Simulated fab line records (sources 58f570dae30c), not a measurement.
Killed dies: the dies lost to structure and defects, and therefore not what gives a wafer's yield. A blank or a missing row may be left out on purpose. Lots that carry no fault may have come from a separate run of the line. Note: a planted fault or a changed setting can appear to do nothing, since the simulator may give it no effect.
Code-filled problem report in 8D (eight disciplines) form | flow berkeley cmos170 | the parts of the form that need people (team, actions taken, sign-off) are left out

1. THE ISSUE
At UCB170_CONTACT_SOFTBAKE_11, heater power total W averages 60.01 W over 6 wafers from 2 lots, while fault-free wafers read 56.80 W, standard deviation 0.052. That is +62 standard deviations from the usual mean.
The step: time 60 s.
First seen on wafer L499.3, day 9 15:00, on litho track-03. The record has a number at this step for 42 wafers belonging to 14 lots. Rule for "out" (also "out of limits"): further than 4 standard deviations from the usual mean. The other wafers with a number count as sound.

2. WHAT IT IS; WHAT IT IS NOT
question                    | is                                 | is not
which readings at this step | heater power total W, run length s | resist line temp C
which lots                  | L499, L501                         | L485, L487, L488, L489, L490, L491, L492, L496, L504, L505, L506, L508
which wafers of those lots  | all that have a number             | -
read on which tools         | litho track-03                     | litho track-02, litho track-04
when                        | from day 9 15:00                   | up to then (24 sound wafers); but 12 sound wafers of L504, L505, L506, L508 came after

3. SUSPECTS, AND WHAT RULES EACH OUT
Counting: a tool stays on the suspect list if, at a process step up to the reading, it processed all lots that are out and no sound lot following the first of them.
- rtp anneal-01 at UCB170_CONTACT_RTA_08 (time 10 s): ruled out as a lasting fault. Sound lots L505 ran on it after its first lot that is out, L499 (day 9 15:14).
- litho track-03 at UCB170_CONTACT_SOFTBAKE_11 (time 60 s): kept. All lots that are out passed through it, beginning with L499 at day 9 15:00, and no sound lot followed; its final sound lot before that point was L492 at day 7 23:00. Its own heater power total W, run length s readings are out on those wafers.
Left after counting: litho track-03 at UCB170_CONTACT_SOFTBAKE_11.

4. THE CAUSE (what the simulator had put in)
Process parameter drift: litho track-03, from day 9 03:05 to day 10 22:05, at UCB170_CONTACT_SOFTBAKE_11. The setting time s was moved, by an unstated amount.
The count eliminated every tool but this one.

5. THE CHAIN OF EFFECTS, in route order
Each row: a reading where the mean over the struck wafers with a number is more than 3 standard deviations away from the usual. Readings are gone through only where the record gives a usual standard deviation; hours: the median, over the lots, of the time from a lot's start at the first step in this table giving one to that lot's start at this step; sigmas: the change measured in usual standard deviations.
hours | step                       | reading              | usual   | on struck wafers | change | sigmas
0     | UCB170_CONTACT_SOFTBAKE_11 | heater power total W | 56.80 W | 60.01            | +3.21  | +62
0     | UCB170_CONTACT_SOFTBAKE_11 | run length s         | 89.02 s | 79.21            | -9.81  | -43
Its process steps:
- UCB170_CONTACT_SOFTBAKE_11: time 60 s.

6. HOW IT WOULD HAVE BEEN CAUGHT EARLIER
In this record no reading fell out of limits until day 9 15:00, 12 hours after the fault had begun at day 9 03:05.
